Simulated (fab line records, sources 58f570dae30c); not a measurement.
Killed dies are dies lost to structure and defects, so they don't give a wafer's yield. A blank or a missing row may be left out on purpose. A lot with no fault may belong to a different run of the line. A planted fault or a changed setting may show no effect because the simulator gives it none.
A lot that was struck, set against a sound lot -- flow berkeley-cmos170 -- 15 steps out of a route of 331
Sound: these wafers, L793.1, L793.2, L793.6. The struck wafers were L814.2, L814.4, L814.5. At the end, the cause is stated.
For every step that has rows: the tool of each side, followed by ch and its chambers, followed by its first start. Under that, the readings that differ: sound wafers -- struck wafers -- difference of the means -- sigmas: that difference in standard deviations of wafers without a fault.
alike: readings whose means differ by less than 2 such deviations, and words and numbers that are the same on both sides. not compared: withheld readings, readings that some wafer has no value for, bounds like >300 that may hide the same value, and numbers for which the record gives no deviation and whose values overlap.
Wherever a step has rows on one side only, a row that says differs or no value, or a row with sigmas, the two part there. Numbers that don't overlap but have no deviation are shown without sigmas and don't part them. A reading that every wafer of one side lacks parts them only if that side has two wafers or more.

first, 5 steps without rows for these wafers: UCB170_NVT_COAT_01 (resist thk 900 nm); UCB170_NVT_SOFTBAKE_02 (time 60 s); UCB170_NVT_EXPOSE_03 (exposes mask PWELL, target cd 3000 nm); UCB170_NVT_PEB_04; UCB170_NVT_DEVELOP_05 (develop time 45 s).
UCB170_NVT_OVL_MEAS_06:
  struck on overlay-01, day 10 22:34; sound on overlay-01, day 6 04:37
  alike: NVT_OVL
after that, 1 step had no rows for these wafers: UCB170_NVT_IMPLANT_07.
UCB170_NVT_STRIP_08: strips in O2.
  sound on plasma-asher-04 ch 0,1, day 6 04:48; struck on plasma-asher-04 ch 0, day 10 22:44
  alike: drypump-motor-current-A, oes-product-au, strip-time-to-endpoint-s
  not compared: rf-hours-counter-h
UCB170_NVT_TW_MEAS_09:
  struck on film-metro-01, day 10 22:51; sound on film-metro-01, day 6 04:58
  alike: NVT_TW
then, 3 steps without rows for these wafers: UCB170_NVT_CLEAN_10 (cleans in SPM, time 600 s); UCB170_PVT_HMDS_00 (prime time 60 s); UCB170_PVT_COAT_01 (resist thk 900 nm).
UCB170_PVT_SOFTBAKE_02: time 60 s.
  sound on litho-track-01 ch 0, day 6 05:47; struck on litho-track-04 ch 0, day 10 23:41
reading,sound,struck,difference,sigmas
heater-power-total-W (W),56.79 56.83 56.83,58.28 58.31 58.27,+1.47,+31
plate-temp-C (C),129.92 129.99 129.90,132.68 132.69 132.56,+2.71,+25
then, 2 steps without rows for these wafers: UCB170_PVT_EXPOSE_03 (exposes mask NWELL, target cd 3000 nm); UCB170_M3_PROBE_99.

WHERE THEY PART
Only at UCB170_PVT_SOFTBAKE_02, as far as this record shows.

WHY: what the simulator had put in
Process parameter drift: litho-track-04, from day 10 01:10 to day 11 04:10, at UCB170_PVT_SOFTBAKE_02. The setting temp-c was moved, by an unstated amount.
